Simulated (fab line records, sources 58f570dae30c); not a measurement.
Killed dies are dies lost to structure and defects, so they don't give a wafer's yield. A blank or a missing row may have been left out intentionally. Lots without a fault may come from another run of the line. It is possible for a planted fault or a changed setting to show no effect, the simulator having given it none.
A lot that was struck, set against a sound lot -- flow berkeley cmos170 -- 17 out of 331 route steps
Sound: these wafers, L584.1, L584.3, L584.6. Wafers L573.2, L573.4, L573.6 were the ones struck. At the end, the cause is stated.
At each step with rows: each side's tool, then ch and its chambers, then its first start. Under that, the readings that differ: sound wafers -- struck wafers -- difference of the means -- sigmas: that difference in standard deviations of wafers without a fault.
alike: same words and numbers on both sides, and readings whose means sit less than 2 such deviations apart. not compared: any withheld reading, any reading some wafer has no value for, any bound like >300 that may hide the same value, and any number with overlapping values for which the record gives no deviation.
Wherever a step has rows on one side only, a row that says differs or no value, or a row with sigmas, the two part there. Non-overlapping numbers with no deviation appear without sigmas and do not part them. A reading that every wafer of one side lacks parts them only if that side has two wafers or more.

first, 1 step without rows for these wafers: UCB170_M3_SOFTBAKE_06 (time 60 s).
UCB170_M3_STRIP_07: strips in O2.
  sound on plasma asher-02 ch 0, day 12 12:23; struck on plasma asher-01 ch 0, day 10 11:37
  alike: drypump motor current A, oes product au, strip time to endpoint s
  not compared: rf hours counter h
then, 7 steps without rows for these wafers: UCB170_M3_STRIP_08 (strips KrF in DMSO, time 600 s); UCB170_M3_COAT_09; UCB170_M3_COAT_10 (resist thk 900 nm); UCB170_M3_SOFTBAKE_11 (time 60 s); UCB170_M3_EXPOSE_12 (exposes mask METAL3, target cd 700 nm); UCB170_M3_PEB_13; UCB170_M3_DEVELOP_14 (develop time 45 s).
UCB170_M3_CD_MEAS_15: target cd 700 nm.
  sound on cd sem-01 at day 12 13:47; struck on cd sem-01 at day 10 12:59
  alike: cd nm
UCB170_M3_OVL_MEAS_16:
  sound on overlay-02 at day 12 13:54; struck on overlay-02 at day 10 13:05
reading,sound,struck,difference,sigmas
M3_OVL (nm),2 1 1,12 16 15,+13,+2
UCB170_M3_ETCH_17: etches BARC in N2/H2.
  sound on rie diel-03 ch 0,1, day 12 13:56; struck on rie diel-04 ch 0,2,3, day 10 13:07
  alike: bias w, chamber pressure mTorr, drypump motor current A, oes product au, throttle valve pct
UCB170_M3_METAL_ETCH_18: etches Al in Cl2/BCl3, stops on SiO2, target depth 1170 nm, time 195 s.
  sound on rie metal-04 ch 0, day 12 13:59; struck on rie metal-03 ch 1, day 10 13:10
  no value came back on the struck wafers for any of 5 readings (bcl3 flow sccm (sccm), bias w (W) and others); on the sound wafers bcl3 flow sccm (sccm) reads 44.87 44.79 45.10
reading,sound,struck,difference,sigmas
model.KrF_of_M3_COAT_10.thk nm (nm),223 217.2 221.9,886.2 888.5 887.2,+666.6,
model.SiO2_of_V2_CVD_00.thk nm (nm),941.1 939.3 938.4,995.5 995.8 996,+56.2,
  not compared: rf hours counter h, model.M3.cd nm
UCB170_M3_STRIP_19: strips in O2.
  sound on plasma asher-01 ch 0,1, day 12 14:22; struck on plasma asher-04 ch 0, day 10 13:21
reading,sound,struck,difference,sigmas
oes product au (a.u.),0.551 0.553 0.557,0.723 0.724 0.742,+0.176,+10
  alike: drypump motor current A
  not compared: rf hours counter h
UCB170_M3_CD_MEAS_90: target cd 700 nm.
  sound on cd sem-02 at day 12 14:28; struck on cd sem-02 at day 10 13:28
reading,sound,struck,difference,sigmas
cd nm (nm),697 699 697,- - -,no value on the struck wafers,
UCB170_M3_BOW_MEAS_20:
  sound on film metro-03 at day 12 14:35; struck on film metro-02 at day 10 13:37
  alike: M3_BOW
UCB170_M3_PROBE_99:
  sound on prober-01 at day 12 14:48; struck on prober-01 at day 10 13:46
reading,sound,struck,difference,sigmas
model.etest.antenna m2.short,0 0,1 1 1,+1,
model.etest.antenna m3.over limit,0 0,1 1 1,+1,
model.etest.antenna m2.over limit,0 0,1 1 1,+1,
model.etest.antenna m3.short,0 0,1 1 1,+1,

WHERE THEY PART
Earliest at UCB170_M3_OVL_MEAS_16; latest, in this record, at UCB170_M3_CD_MEAS_90. Later steps at which nothing parts them and some readings are alike: UCB170_M3_BOW_MEAS_20.

WHY: what the simulator had put in
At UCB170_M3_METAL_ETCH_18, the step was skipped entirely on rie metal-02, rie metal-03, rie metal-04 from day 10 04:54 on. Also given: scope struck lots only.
